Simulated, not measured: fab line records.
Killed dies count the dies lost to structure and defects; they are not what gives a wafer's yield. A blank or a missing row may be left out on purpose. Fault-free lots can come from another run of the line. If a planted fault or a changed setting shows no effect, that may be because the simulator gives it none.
fab line records | flow rit_cmos
record lots=14 | wafers=42 | last_day=7
route steps=202 shown SPACER@128
lots that met no fault: taken from a fault-free run of the same line
start_h: hours from the record's first day to the start of the lot's first wafer shown | wait_h: how many hours have passed since the lot's step before this one | " unchanged from the row above | L1.1+2: one row covering several wafers at once | - value missing, or start not given | * or withheld: withheld | < > ~ a bound
route shown NAME@n: a module of which the file shows steps, and the number in the route of the first | usual: mean and standard deviation over wafers with no fault | same: alike in all rows | chamber/n: place in a boat | sites: per-site readings | _std_site: the standard deviation of these | _edge_site: outer sites' mean less inner sites' | radius_mm: for every site, how far away it sits from the centre of the wafer | mask NAME#n: copy n | behind: the most recent tool/chamber to have shaped the wafer | hold: why the lot went on hold/how many hours it stayed there/how the hold came to an end | device: names the non-switching transistor (n, p or np) | end of line: tests of these same wafers at the route's end | where a step has no rows: the recipe by itself | killed: dies lost to structure and defects at the first sort, not the wafer's yield | map: a wafer's dies, marking killed ones x, the rest . and places with no die _
set.NAME: the run value of the setting; set.NAME@STEP: its run value at that earlier step | model.NAME: the simulator's own value behind a step, which no gauge read
the route's steps for a sample of lots (tables are steps, rows are wafers)
services: from which hour (start_h, from the record's first day; less than 0 if before it) a tool's chamber was out of use, for how many hours, and why
## steps
# step RIT_SPACER_CVD_03
# recipe material=Si3N4 | target_thk_nm=250 | temp_c=810 | precursor=SiH2Cl2/NH3 | time_s=3300 | pressure_mtorr=300 | sih2cl2_flow_sccm=60 | nh3_flow_sccm=150
# usual nh3_flow_sccm=149.9/0.45 | pressure_mtorr=299.8/0.61
lot.wafer | tool     | chamber | start_h | wait_h | nh3_flow_sccm | pressure_mtorr
L590.1    | lpcvd-01 | 0       | 50.16   | 0.0    | 149.7         | 299.4
L590.4    | "        | 0       | "       | "      | 149.4         | 299.9
L590.6    | "        | 0       | "       | "      | 149.6         | 298.9
L591.1    | lpcvd-01 | 1       | 60.76   | 0.0    | 150.0         | 299.1
L591.3    | "        | 1       | "       | "      | 149.8         | 299.6
L591.5    | "        | 1       | "       | "      | 149.8         | 299.8
L593.4    | lpcvd-01 | 1       | 69.47   | 0.0    | 149.6         | 300.2
L593.5    | "        | 1       | "       | "      | 150.4         | 299.4
L593.6    | "        | 1       | "       | "      | 150.8         | 299.7
L594.1    | lpcvd-02 | 1       | 71.67   | 0.0    | 150.5         | 299.7
L594.2    | "        | 1       | "       | "      | 151.2         | 299.3
L594.6    | "        | 1       | "       | "      | 150.5         | 299.3
L595.4    | lpcvd-01 | 1       | 76.16   | 0.0    | 149.1         | 300.1
L595.5    | "        | 1       | "       | "      | 149.5         | 299.4
L595.6    | "        | 1       | "       | "      | 149.7         | 299.8
L596.1    | lpcvd-01 | 0       | 85.49   | 0.0    | 149.9         | 300.4
L596.3    | "        | 0       | "       | "      | 149.3         | 299.6
L596.6    | "        | 0       | "       | "      | 149.8         | 299.0
L597.2    | lpcvd-01 | 1       | 90.44   | 1.6    | 150.3         | 300.3
L597.5    | "        | 1       | "       | "      | 150.2         | 299.2
L597.6    | "        | 1       | "       | "      | 150.3         | 300.1
L598.2    | lpcvd-01 | 1       | 95.39   | 3.2    | 149.8         | 299.7
L598.3    | "        | 1       | "       | "      | 149.3         | 299.2
L598.5    | "        | 1       | "       | "      | 149.2         | 300.2
L599.4    | lpcvd-01 | 0       | 101.05  | 2.5    | 149.7         | 300.1
L599.5    | "        | 0       | "       | "      | 150.1         | 299.1
L599.6    | "        | 0       | "       | "      | 149.2         | 299.1
L603.1    | lpcvd-02 | 1       | 117.57  | 0.2    | 150.0         | 299.5
L603.3    | "        | 1       | "       | "      | 149.5         | 299.1
L603.4    | "        | 1       | "       | "      | 149.8         | 299.7
L606.2    | lpcvd-01 | 1       | 131.91  | 0.0    | 148.9         | 300.4
L606.4    | "        | 1       | "       | "      | 149.7         | 300.2
L606.5    | "        | 1       | "       | "      | 149.5         | 299.4
L607.1    | lpcvd-01 | 1       | 138.62  | 0.0    | 149.3         | 300.4
L607.2    | "        | 1       | "       | "      | 149.7         | 300.2
L607.4    | "        | 1       | "       | "      | 149.8         | 299.8
L608.2    | lpcvd-02 | 1       | 143.16  | 0.0    | 149.7         | 300.7
L608.3    | "        | 1       | "       | "      | 150.1         | 300.1
L608.4    | "        | 1       | "       | "      | 149.7         | 299.3
L610.2    | lpcvd-02 | 0       | 155.61  | 0.0    | 149.6         | 300.7
L610.5    | "        | 0       | "       | "      | 149.8         | 300.4
L610.6    | "        | 0       | "       | "      | 150.4         | 299.6
# step RIT_SPACER_THK_MEAS_04
# recipe reads=Si3N4_of_SPACER_CVD_03
# usual SPACER_NITRIDE_THK=251.7/2.5
lot.wafer | tool          | chamber | start_h | wait_h | SPACER_NITRIDE_THK[nm]
L590.1    | film_metro-02 | -       | 52.08   | 0.0    | 254.2
L590.4    | "             | -       | "       | "      | 250.1
L590.6    | "             | -       | "       | "      | 251.4
L591.1    | film_metro-04 | -       | 62.67   | 0.0    | 250.6
L591.3    | "             | -       | "       | "      | 248.7
L591.5    | "             | -       | "       | "      | 250.8
L593.4    | film_metro-01 | -       | 71.41   | 0.0    | 250.3
L593.5    | "             | -       | "       | "      | 251.9
L593.6    | "             | -       | "       | "      | 252.4
L594.1    | film_metro-04 | -       | 73.58   | 0.0    | 250.9
L594.2    | "             | -       | "       | "      | 250.5
L594.6    | "             | -       | "       | "      | 248.9
L595.4    | film_metro-02 | -       | 78.10   | 0.0    | 248.1
L595.5    | "             | -       | "       | "      | 251.4
L595.6    | "             | -       | "       | "      | 248.9
L596.1    | film_metro-01 | -       | 87.41   | 0.0    | 257.2
L596.3    | "             | -       | "       | "      | 256.2
L596.6    | "             | -       | "       | "      | 256.9
L597.2    | film_metro-02 | -       | 92.37   | 0.0    | 255.1
L597.5    | "             | -       | "       | "      | 252.0
L597.6    | "             | -       | "       | "      | 252.4
L598.2    | film_metro-04 | -       | 97.32   | 0.0    | 255.3
L598.3    | "             | -       | "       | "      | 253.3
L598.5    | "             | -       | "       | "      | 253.9
L599.4    | film_metro-02 | -       | 103.00  | 0.0    | 251.8
L599.5    | "             | -       | "       | "      | 252.8
L599.6    | "             | -       | "       | "      | 252.2
L603.1    | film_metro-04 | -       | 119.48  | 0.0    | 256.1
L603.3    | "             | -       | "       | "      | 254.2
L603.4    | "             | -       | "       | "      | 253.1
L606.2    | film_metro-02 | -       | 133.84  | 0.0    | 284.0
L606.4    | "             | -       | "       | "      | 280.9
L606.5    | "             | -       | "       | "      | 283.0
L607.1    | film_metro-02 | -       | 140.54  | 0.0    | 279.5
L607.2    | "             | -       | "       | "      | 278.8
L607.4    | "             | -       | "       | "      | 280.6
L608.2    | film_metro-01 | -       | 145.09  | 0.0    | 247.9
L608.3    | "             | -       | "       | "      | 250.8
L608.4    | "             | -       | "       | "      | 251.3
L610.2    | film_metro-04 | -       | 157.54  | 0.0    | 250.9
L610.5    | "             | -       | "       | "      | 251.0
L610.6    | "             | -       | "       | "      | 251.6
# step RIT_SPACER_ETCHBACK_05
# recipe target_depth_a=2500 | SF6_flow_sccm=30 | CHF3_flow_sccm=30 | target=Si3N4 | chemistry=SF6/CHF3 | pressure_mtorr=40 | rf_w=250 | time_s=240 | stop_on=SiO2
# usual CHF3_flow_sccm=29.98/0.075 | drypump_motor_current_A=5.8/0.36 | oes_product_au=0.849/0.015 | throttle_valve_pct=10.35/0.19
lot.wafer | tool        | chamber | start_h | wait_h | CHF3_flow_sccm | drypump_motor_current_A | oes_product_au | rf_hours_counter_h | throttle_valve_pct
L590.1    | rie_diel-02 | 0       | 52.14   | 0.1    | 29.94          | 6.2                     | 0.862          | 3                  | 10.26
L590.4    | "           | 2       | "       | "      | 30.08          | 5.7                     | 0.846          | 62                 | 10.21
L590.6    | "           | 1       | "       | "      | 29.94          | 6.0                     | 0.838          | -                  | 9.96
L591.1    | rie_diel-01 | 0       | 62.73   | 0.1    | 30.04          | 5.7                     | 0.824          | 39                 | 10.59
L591.3    | "           | 1       | "       | "      | 30.06          | 5.4                     | 0.857          | 46                 | 10.31
L591.5    | "           | 3       | "       | "      | 29.85          | 5.3                     | 0.845          | -                  | 10.63
L593.4    | rie_diel-01 | 3       | 71.44   | 0.0    | 30.06          | 5.3                     | 0.858          | 22                 | 10.62
L593.5    | "           | 0       | "       | "      | 29.96          | 5.7                     | 0.829          | -                  | 10.58
L593.6    | "           | 1       | "       | "      | 29.94          | 5.5                     | 0.876          | -                  | 10.33
L594.1    | rie_diel-04 | 1       | 73.64   | 0.1    | 29.99          | 6.6                     | 0.846          | 83                 | 10.19
L594.2    | "           | 3       | "       | "      | 30.04          | 5.8                     | 0.831          | 53                 | 10.17
L594.6    | "           | 0       | "       | "      | 30.02          | 6.0                     | 0.845          | -                  | 10.48
L595.4    | rie_diel-01 | 2       | 78.13   | 0.0    | 29.93          | 6.1                     | 0.856          | 142                | 10.28
L595.5    | "           | 1       | "       | "      | 29.94          | 5.4                     | 0.865          | -                  | 10.32
L595.6    | "           | 2       | "       | "      | 29.89          | 6.0                     | 0.858          | -                  | 10.23
L596.1    | rie_diel-04 | 2       | 87.47   | 0.1    | 30.12          | 5.4                     | 0.872          | 120                | 10.22
L596.3    | "           | 1       | "       | "      | 29.94          | 6.6                     | 0.865          | 84                 | 10.19
L596.6    | "           | 1       | "       | "      | 29.91          | 6.6                     | 0.861          | -                  | 10.20
L597.2    | rie_diel-01 | 3       | 92.42   | 0.0    | 29.98          | 5.3                     | 0.863          | 22                 | 10.62
L597.5    | "           | 0       | "       | "      | 29.94          | 5.7                     | 0.827          | -                  | 10.58
L597.6    | "           | 3       | "       | "      | 29.95          | 5.3                     | 0.860          | -                  | 10.64
L598.2    | rie_diel-01 | 0       | 97.37   | 0.0    | 30.07          | 5.7                     | 0.836          | 40                 | 10.59
L598.3    | "           | 1       | "       | "      | 30.06          | 5.4                     | 0.868          | 47                 | 10.32
L598.5    | "           | 3       | "       | "      | 29.88          | 5.3                     | 0.867          | -                  | 10.62
L599.4    | rie_diel-04 | 3       | 103.03  | 0.0    | 30.03          | 5.9                     | 0.833          | 53                 | 10.18
L599.5    | "           | 3       | "       | "      | 30.10          | 5.8                     | 0.833          | -                  | 10.19
L599.6    | "           | 2       | "       | "      | 29.95          | 5.4                     | 0.860          | -                  | 10.22
L603.1    | rie_diel-04 | 3       | 119.54  | 0.1    | 30.01          | 5.8                     | 0.841          | 54                 | 10.20
L603.3    | "           | 1       | "       | "      | 29.98          | 6.6                     | 0.848          | 84                 | 10.19
L603.4    | "           | 2       | "       | "      | 29.97          | 5.4                     | 0.874          | 121                | 10.20
L606.2    | rie_diel-04 | 2       | 133.89  | 0.0    | 30.05          | 5.4                     | 0.944          | 121                | 10.25
L606.4    | "           | 1       | "       | "      | 29.81          | 6.6                     | 0.921          | 84                 | 10.21
L606.5    | "           | 1       | "       | "      | 29.86          | 6.6                     | 0.931          | -                  | 10.20
L607.1    | rie_diel-04 | 1       | 140.60  | 0.1    | 29.93          | 6.6                     | 0.915          | 85                 | 10.19
L607.2    | "           | 2       | "       | "      | 29.91          | 5.4                     | 0.919          | 121                | 10.24
L607.4    | "           | 0       | "       | "      | 29.96          | 6.0                     | 0.930          | 92                 | 10.51
L608.2    | rie_diel-01 | 2       | 145.14  | 0.0    | 29.98          | 6.1                     | 0.850          | 143                | 10.26
L608.3    | "           | 1       | "       | "      | 29.97          | 5.4                     | 0.860          | 48                 | 10.31
L608.4    | "           | 0       | "       | "      | 29.74          | 5.7                     | 0.823          | 41                 | 10.59
L610.2    | rie_diel-01 | 3       | 157.59  | 0.0    | 30.05          | 5.3                     | 0.855          | 24                 | 10.63
L610.5    | "           | 0       | "       | "      | 30.05          | 5.7                     | 0.818          | -                  | 10.59
L610.6    | "           | 3       | "       | "      | 29.98          | 5.2                     | 0.858          | -                  | 10.61
## services
tool        | chamber | start_h | hours | kind
rie_diel-04 | 2       | 30.47   | 10.7  | repair
rie_diel-01 | -       | 54.27   | 2.8   | pm
rie_diel-01 | 1       | 57.85   | 2.4   | repair
rie_diel-01 | 2       | 78.85   | 6.7   | repair
lpcvd-02    | -       | 79.42   | 28.1  | pm
rie_diel-04 | -       | 91.95   | 0.8   | repair
rie_diel-01 | 2       | 117.91  | 7.0   | repair
rie_diel-01 | -       | 129.66  | 14.6  | pm
rie_diel-04 | 1       | 142.23  | 5.8   | repair
rie_diel-04 | -       | 146.34  | 1.0   | repair
## key
first_sign step=RIT_SPACER_THK_MEAS_04 | reading=SPACER_NITRIDE_THK | direction=up | sigmas=12 | usual=251.7 | struck=281.1
effect step=RIT_SPACER_ETCHBACK_05 | reading=oes_product_au | direction=up | sigmas=5.1 | usual=0.849 | struck=0.927
met_at RIT_SPACER_CVD_03
struck_lots L606,L607
struck_wafers L606.2,L606.4,L606.5,L607.1,L607.2,L607.4
tester_left_out L606,L607
onset_between 95.39 131.91
fault kind=process_parameter_drift | tool=lpcvd-01 | chamber=1 | onset_h=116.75 | steps=RIT_SPACER_CVD_03 | channel=target_thk_nm | offset=30 | shape=step | end_h=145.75 | acts_in=these_recipes_only | stated=250
# tester_left_out: of these lots the tester's yield and bins aren't shown, on N5 and GAA mostly nor the transistor test; their killed dies are dies lost to structure and defects alone, not to doping, threshold or leakage, so they don't give the yield
